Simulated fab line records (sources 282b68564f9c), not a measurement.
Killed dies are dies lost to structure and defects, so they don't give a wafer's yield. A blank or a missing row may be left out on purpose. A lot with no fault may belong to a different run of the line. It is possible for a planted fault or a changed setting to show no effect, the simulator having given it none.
Which of the tools did it?	flow rit_cmos	route of 202 steps, sampled at 1 step: 15 lots, 45 wafers

WHAT THE GAUGES SHOWED, per wafer
Not one reading of a measure or inspect step in the record can be checked against a usual standard deviation.

TOOL THAT RAN EACH LOT (tool first, then ch and the chambers of the sampled wafers, then the start)
lot	RIT_PLDD_DEVELOP_05
L525	litho_track-02 ch 0, day 2 20:00
L526	litho_track-03 ch 0, day 2 23:00
L527	litho_track-03 ch 0, day 3 11:00
L528	litho_track-03 ch 0, day 3 19:00
L529	litho_track-02 ch 0, day 4 01:00
L532	litho_track-02 ch 0, day 4 14:00
L534	litho_track-02, day 5 07:00
L535	litho_track-02, day 5 08:00
L536	litho_track-03, day 5 08:00
L539	litho_track-04 ch 0, day 6 02:00
L541	litho_track-03 ch 0, day 6 13:00
L542	litho_track-03 ch 0, day 6 14:00
L543	litho_track-02 ch 0, day 6 19:00
L546	litho_track-03 ch 0, day 7 10:00
L547	litho_track-03 ch 0, day 19 02:00
- RIT_PLDD_DEVELOP_05: develop time 50 s.

WHAT THE TOOLS THEMSELVES READ (means of the sampled wafers that have a number; where no wafer has one, the mark that the record gives instead)
RIT_PLDD_DEVELOP_05. Usual: chill_plate_temp_C 22.98 C, standard deviation 0.099; resist_line_temp_C 22.98 C, standard deviation 0.097.
lot	tool	chill_plate_temp_C (C)	resist_line_temp_C (C)	flag
L525	litho_track-02	22.89	23.05	
L526	litho_track-03	23.14	22.94	
L527	litho_track-03	23.15	23.07	
L528	litho_track-03	23.06	22.90	
L529	litho_track-02	22.89	23.02	
L532	litho_track-02	22.91	22.96	
L534	litho_track-02	-	-	OFF
L535	litho_track-02	-	-	OFF
L536	litho_track-03	-	-	OFF
L539	litho_track-04	23.00	22.99	
L541	litho_track-03	23.02	22.98	
L542	litho_track-03	22.94	23.05	
L543	litho_track-02	23.03	22.88	
L546	litho_track-03	22.90	23.02	
L547	litho_track-03	23.07	22.85	

THE ANSWER, worked out from the rows above alone
Rule: a lot counts as off when the mean over its wafers that have a number is more than 3 standard deviations away from the usual mean. A lot without any number at a reading at which 4 lots or more have one is off too. Where the step has rows for the other lots, those lots are counted as sound. First the gauges in route order, then the tools' own readings, where a lot's mean is used as printed above. The first step at which some lot is off is used, and at that step the reading that is off furthest; a lot without a number counts as furthest.
Off: L534, L535, L536 (RIT_PLDD_DEVELOP_05, chill_plate_temp_C). Without a number there: L534, L535, L536.
A tool fits if, at that step or a process step before it, it ran every lot that is off, and no sound lot after the first of them. Not one of the candidates tried fits.

WHAT WAS PUT IN BY THE SIMULATOR
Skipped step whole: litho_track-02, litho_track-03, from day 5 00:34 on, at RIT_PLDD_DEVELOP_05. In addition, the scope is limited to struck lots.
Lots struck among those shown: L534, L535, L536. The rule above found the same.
